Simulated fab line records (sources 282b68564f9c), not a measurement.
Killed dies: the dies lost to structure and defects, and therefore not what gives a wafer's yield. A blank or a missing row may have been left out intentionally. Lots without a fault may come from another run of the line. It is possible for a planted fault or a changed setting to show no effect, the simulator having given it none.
Tool commonality check	flow rit-cmos	15 lots and 54 wafers in the sample

## WHY IT WAS OPENED
3 of 15 lots carry a flag on the reading SPACER_NITRIDE_THK at RIT_SPACER_THK_MEAS_04. Wafers without a fault read 251.2 nm, standard deviation 2.7.
Rule: a lot gets a flag if all its wafers with a number sit over 4 standard deviations from that mean, or if no wafer of it has a number. All remaining lots are regarded as sound.

lot	measured	on	SPACER_NITRIDE_THK (nm), wafer by wafer	flag
L481	day 3 00:17	film-metro-02	250.6 249.3 248.0	
L482	day 3 07:25	film-metro-02	251.4 250.9 249.5	
L484	day 3 15:50	film-metro-02	254.2 254.6 257.1	
L485	day 3 20:17	film-metro-03	252.5 249.2 251.2	
L486	day 4 03:26	film-metro-04	251.8 253.0 253.8	
L487	day 4 07:10	film-metro-02	247.7 249.0 247.9	
L488	day 4 17:44	film-metro-04	251.9 251.4 250.1	
L489	day 5 01:53	film-metro-04	502.2 499.5 497.5 502.2 499.2 497.6	FLAGGED
L492	day 5 21:23	film-metro-02	502.5 501.4 504.1 501.8 501.3 503.9	FLAGGED
L494	day 6 14:22	film-metro-03	248.5 246.5 247.8	
L498	day 7 01:03	film-metro-02	507.5 509.6 509.2 507.3 509.9 509.5	FLAGGED
L500	day 7 16:11	film-metro-03	246.4 248.9 248.1	
L501	day 7 16:28	film-metro-04	248.2 249.2 247.5	
L502	day 7 18:05	film-metro-04	246.3 247.9 245.4	
L503	day 8 00:26	film-metro-03	250.7 252.5 251.2	
The mean of the flagged lots' numbers is 503.7 nm, +252.5 nm from the usual (+94 standard deviations).

## LOT BY LOT: THE TOOL USED
The record holds 1 process step before the reading, out of a route of 202 steps. In each cell: the tool, then ch and the chambers that the sampled wafers went through, then the start.
lot	flag	RIT_SPACER_CVD_03
L481		lpcvd-01 ch 1, day 2 22:22
L482		lpcvd-01 ch 1, day 3 05:30
L484		lpcvd-01 ch 1, day 3 13:54
L485		lpcvd-01 ch 1, day 3 18:22
L486		lpcvd-01 ch 1, day 4 01:30
L487		lpcvd-01 ch 1, day 4 05:14
L488		lpcvd-01 ch 0, day 4 15:49
L489	FLAGGED	lpcvd-02 ch 0, day 4 21:53 and lpcvd-01 ch 0, day 4 23:58
L492	FLAGGED	lpcvd-01 ch 1, day 5 17:23
L494		lpcvd-01 ch 0, day 6 12:25
L498	FLAGGED	lpcvd-02 ch 1, day 6 21:03
L500		lpcvd-01 ch 1, day 7 14:14
L501		lpcvd-02 ch 1, day 7 14:32
L502		lpcvd-01 ch 0, day 7 16:10
L503		lpcvd-02 ch 0, day 7 22:29
What is done by these steps:
- RIT_SPACER_CVD_03: deposits Si3N4 from SiH2Cl2/NH3, target thk 250 nm, time 3300 s.
- RIT_SPACER_THK_MEAS_04

## FLAGGED AGAINST TOTAL, ONE TOOL AT A TIME (gauges that did the reading follow at the end)
step	tool	lots run	flagged	share of the flagged lots	sound lots run after its first flagged lot
RIT_SPACER_CVD_03	lpcvd-01	12	2	some	3 (L494,L500,L502)
RIT_SPACER_CVD_03	lpcvd-02	4	2	some	2 (L501,L503)
RIT_SPACER_THK_MEAS_04	film-metro-02	6	2	some	0
RIT_SPACER_THK_MEAS_04	film-metro-03	4	0	none	-
RIT_SPACER_THK_MEAS_04	film-metro-04	5	1	some	2 (L501,L502)

## THE TABLE: WHAT IT ALLOWS
No row of the table ran every flagged lot.

## WHAT THE SIMULATOR HAD INSERTED
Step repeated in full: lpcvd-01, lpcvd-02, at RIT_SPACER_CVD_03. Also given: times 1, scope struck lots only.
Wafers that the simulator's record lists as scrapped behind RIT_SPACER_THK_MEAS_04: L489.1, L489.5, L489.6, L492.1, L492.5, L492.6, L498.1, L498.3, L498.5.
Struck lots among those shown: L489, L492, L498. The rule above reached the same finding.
